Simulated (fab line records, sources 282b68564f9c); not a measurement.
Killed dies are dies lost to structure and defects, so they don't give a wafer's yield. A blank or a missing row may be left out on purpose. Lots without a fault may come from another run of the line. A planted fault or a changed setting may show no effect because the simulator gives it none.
Which tool did it? | flow rit_cmos | 15 lots, 45 wafers sampled, at 4 steps of a route of 202

WHAT THE GAUGES READ, wafer by wafer
RIT_ACTIVE_BOW_MEAS_00.
lot  | measured    | on            | INCOMING_BOW (um)
L490 | day 1 10:01 | film_metro-01 | -12 -9 -2
L492 | day 1 20:01 | film_metro-04 | -15 -3 9
L493 | day 2 01:00 | film_metro-04 | 0 -8 5
L494 | day 2 06:02 | film_metro-01 | -2 4 8
L496 | day 2 16:02 | film_metro-04 | 1 3 9
L497 | day 2 21:00 | film_metro-02 | 8 6 -6
L498 | day 3 02:00 | film_metro-01 | 0 -2 7
L500 | day 3 12:02 | film_metro-01 | 4 -2 -2
L501 | day 3 17:00 | film_metro-02 | -8 0 -6
L502 | day 3 22:00 | film_metro-01 | -5 3 4
L503 | day 4 03:00 | film_metro-01 | 5 15 0
L505 | day 4 13:01 | film_metro-04 | -1 -11 3
L506 | day 4 18:02 | film_metro-04 | -11 3 -2
L508 | day 5 04:00 | film_metro-01 | -3 1 -5
L509 | day 5 09:00 | film_metro-01 | 10 7 2

RIT_PWELL_OVL_MEAS_06.
lot  | measured    | on         | PWELL_OVL (nm)
L490 | day 1 22:50 | overlay-01 | 0.3 0.1 1.0
L492 | day 2 08:01 | overlay-01 | -3.0 -1.4 -0.1
L493 | day 2 13:29 | overlay-02 | -0.7 -1.1 -1.0
L494 | day 2 17:58 | overlay-02 | 1.2 2.2 1.0
L496 | day 3 04:08 | overlay-01 | -1.0 1.2 -0.3
L497 | day 3 08:57 | overlay-02 | 2.4 0.7 2.0
L498 | day 3 15:23 | overlay-01 | 1.2 1.1 2.7
L500 | day 3 23:59 | overlay-02 | -0.2 -1.1 0.0
L501 | day 4 06:14 | overlay-02 | 1.3 -0.9 1.2
L502 | day 4 09:56 | overlay-02 | -2.1 -2.7 -0.8
L503 | day 4 15:26 | overlay-01 | -1.4 -2.5 0.5
L505 | day 5 01:04 | overlay-01 | -0.2 -1.5 -0.3
L506 | day 5 06:13 | overlay-01 | 0.2 0.2 -0.5
L508 | day 5 15:51 | overlay-02 | 0.6 -1.5 1.9
L509 | day 5 22:40 | overlay-02 | -1.2 -2.8 -2.5

RIT_NRETRO_OVL_MEAS_06.
lot  | measured    | on         | NRETRO_OVL (nm)
L490 | day 2 06:14 | overlay-01 | 2.7 1.3 1.2
L492 | day 2 15:16 | overlay-01 | 3.2 1.8 2.2
L493 | day 2 20:31 | overlay-02 | 0.9 0.3 0.9
L494 | day 3 01:44 | overlay-02 | -2.1 -0.5 -3.0
L496 | day 3 11:51 | overlay-01 | 1.1 0.5 0.0
L497 | day 3 15:57 | overlay-02 | -1.6 -2.7 -2.8
L498 | day 3 22:39 | overlay-02 | -2.5 -1.9 -1.6
L500 | day 4 06:52 | overlay-01 | 1.9 2.6 1.8
L501 | day 4 13:14 | overlay-01 | -183.1 -180.9 -183.2
L502 | day 4 16:56 | overlay-02 | -0.2 0.3 -0.6
L503 | day 4 23:22 | overlay-01 | -0.8 -0.1 0.2
L505 | day 5 08:14 | overlay-01 | -179.3 -179.0 -181.1
L506 | day 5 13:12 | overlay-02 | -182.8 -182.7 -181.5
L508 | day 5 23:13 | overlay-02 | 1.8 0.0 0.8
L509 | day 6 05:32 | overlay-02 | -0.1 1.5 0.8

WHICH TOOL RAN EACH LOT (tool, then ch and the chambers of the sampled wafers, then the start)
lot  | RIT_NRETRO_EXPOSE_03
L490 | iline_stepper-01 ch 0, day 2 05:49
L492 | iline_stepper-01 ch 0, day 2 14:35
L493 | iline_stepper-01 ch 0, day 2 20:05
L494 | iline_stepper-02 ch 0, day 3 01:20
L496 | iline_stepper-01 ch 0, day 3 11:27
L497 | iline_stepper-02 ch 0, day 3 15:31
L498 | iline_stepper-02 ch 0, day 3 22:13
L500 | iline_stepper-01 ch 0, day 4 06:28
L501 | iline_stepper-02 ch 0, day 4 12:49
L502 | iline_stepper-01 ch 0, day 4 16:30
L503 | iline_stepper-01 ch 0, day 4 22:56
L505 | iline_stepper-02 ch 0, day 5 07:49
L506 | iline_stepper-02 ch 0, day 5 12:48
L508 | iline_stepper-01 ch 0, day 5 22:47
L509 | iline_stepper-01 ch 0, day 6 05:07
- RIT_NRETRO_EXPOSE_03: exposes mask M4, target cd 43900 nm.

WHAT THE TOOLS THEMSELVES READ (means of the sampled wafers that have a number; where no wafer has one, the mark that the record gives instead)
The record holds no such reading with a usual standard deviation.

THE ANSWER, worked out from the rows above alone
Rule: what is usual is taken from the lots themselves. Put in order of their means at a reading, lots are off if they are a third of the lots or fewer, leave a main group of 4 or more, and stand apart from it by a gap of 3 or more times the standard deviation of the main group's means; of several such gaps the widest counts. A main group whose means are all the same, to the digits that the tables above print for the reading, isn't used. A lot without any number at a reading at which 4 lots or more have one is off too. The other lots that the step has rows for count as sound. The gauges are gone through in route order, then the tools' own readings, and for those a lot's mean is taken as printed above. The first step at which some lot is off is used, and at that step the reading that is off furthest; a lot without a number counts as furthest.
Off: L501, L505, L506, at RIT_NRETRO_OVL_MEAS_06 (NRETRO_OVL). The main group: mean 0.2 nm, standard deviation 1.5.
A tool fits if, at a process step before that reading, it ran every lot that is off, and no sound lot after the first of them. The gauges at RIT_NRETRO_OVL_MEAS_06 are tried like those tools. One fits: iline_stepper-02 at RIT_NRETRO_EXPOSE_03. Its last sound lot is L498 (day 3 22:13), its first lot that is off L501 (day 4 12:49): a fault that began between those two fits.

WHAT THE SIMULATOR HAD PUT IN
Scanner matching overlay: iline_stepper-02, from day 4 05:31 on, at RIT_NRETRO_EXPOSE_03. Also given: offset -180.
Lots struck among those shown: L501, L505, L506. The rule above found the same.
